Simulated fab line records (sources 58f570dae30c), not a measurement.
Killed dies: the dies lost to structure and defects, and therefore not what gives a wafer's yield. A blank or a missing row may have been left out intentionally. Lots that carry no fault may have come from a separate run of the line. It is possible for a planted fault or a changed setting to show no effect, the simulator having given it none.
2 desks, one fault + flow berkeley cmos170 + only its own numbers are on each desk; what lay behind them is given at the end

== FOR THE TOOL OWNER'S DESK: rie diel-02 ==
The tool's own readings at UCB170_V1_ETCH_14 (etches SiO2 in CHF3/CF4/Ar, stops on Al, target depth 1250 nm, time 291 s): means of the sampled wafers that have a number, for each lot that ran on this tool. Marked OUT: a lot whose mean sits more than 4 standard deviations from the usual mean, which makes it out of limits; the brackets give that distance.
Columns: A = drypump motor current A at UCB170_V1_ETCH_14, usual 5.6 A; B = oes product au at UCB170_V1_ETCH_14, usual 0.874 a.u.; C = rf fwd power W at UCB170_V1_ETCH_14, usual 698.6 W; D = throttle valve pct at UCB170_V1_ETCH_14, usual 6.85 %
| lot  | first seen here | A   | B     | C               | D    |
|------|-----------------|-----|-------|-----------------|------|
| L387 | day 7 06:18     | 5.5 | 0.875 | 699.0           | 6.82 |
| L388 | day 7 19:11     | 5.5 | 0.877 | 698.8           | 6.81 |
| L391 | day 8 14:40     | 5.6 | 0.881 | 698.4           | 6.81 |
| L394 | day 9 10:16     | 5.4 | 0.870 | 699.0           | 6.88 |
| L402 | day 10 20:10    | 5.5 | 0.880 | 757.1 (+31) OUT | 6.88 |
| L404 | day 11 05:23    | 5.6 | 0.881 | 727.1 (+15) OUT | 6.83 |
This desk's finding: out of limits on L402, L404; first on L402, day 10 20:10 (rf fwd power W at UCB170_V1_ETCH_14). In limits: L387, L388, L391, L394.

== FROM THE METROLOGY DESK ==
Lot by lot, what the gauges showed, no matter which tool ran the lot: averages of those sampled wafers that carry a number. Marked OUT: a lot whose mean sits more than 4 standard deviations from the usual mean, which makes it out of limits; the brackets give that distance.
Columns: A = V1_POLISHED_THK at UCB170_V1_THK_MEAS_04, usual 1000.9 nm
| lot  | first seen here | A      |
|------|-----------------|--------|
| L387 | day 7 04:49     | 998.6  |
| L388 | day 7 17:58     | 1001.7 |
| L389 | day 8 06:11     | 999.8  |
| L390 | day 8 10:32     | 1000.5 |
| L391 | day 8 10:32     | 1001.4 |
| L392 | day 8 19:50     | 1000.6 |
| L394 | day 9 05:33     | 1000.6 |
| L395 | day 9 11:32     | 1000.8 |
| L397 | day 9 17:40     | 1001.8 |
| L402 | day 10 18:51    | 1002.5 |
| L405 | day 10 21:44    | 1000.7 |
| L404 | day 11 03:40    | 1000.9 |
| L406 | day 11 19:07    | 1001.5 |
| L409 | day 12 12:14    | 1000.2 |
Finding of this desk: none of the 14 lots has anything out of limits.

== BROUGHT TOGETHER ==
The tool owner's desk could have raised an alarm at day 10 20:10, on L402, L404.
The metrology desk saw nothing out of limits.
The metrology desk has L402, L404 on record, within its limits.
Of the lots named, all ran UCB170_V1_ETCH_14 on rie diel-02.

== WHAT WAS PUT IN BY THE SIMULATOR ==
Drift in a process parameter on rie diel-02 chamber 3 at UCB170_V1_ETCH_14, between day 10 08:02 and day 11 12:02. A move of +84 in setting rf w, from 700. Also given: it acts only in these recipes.
Struck lots among those shown: L402, L404.
Time in hours from fault onset to the first out-of-limits reading at each desk: the tool owner's desk, 12.
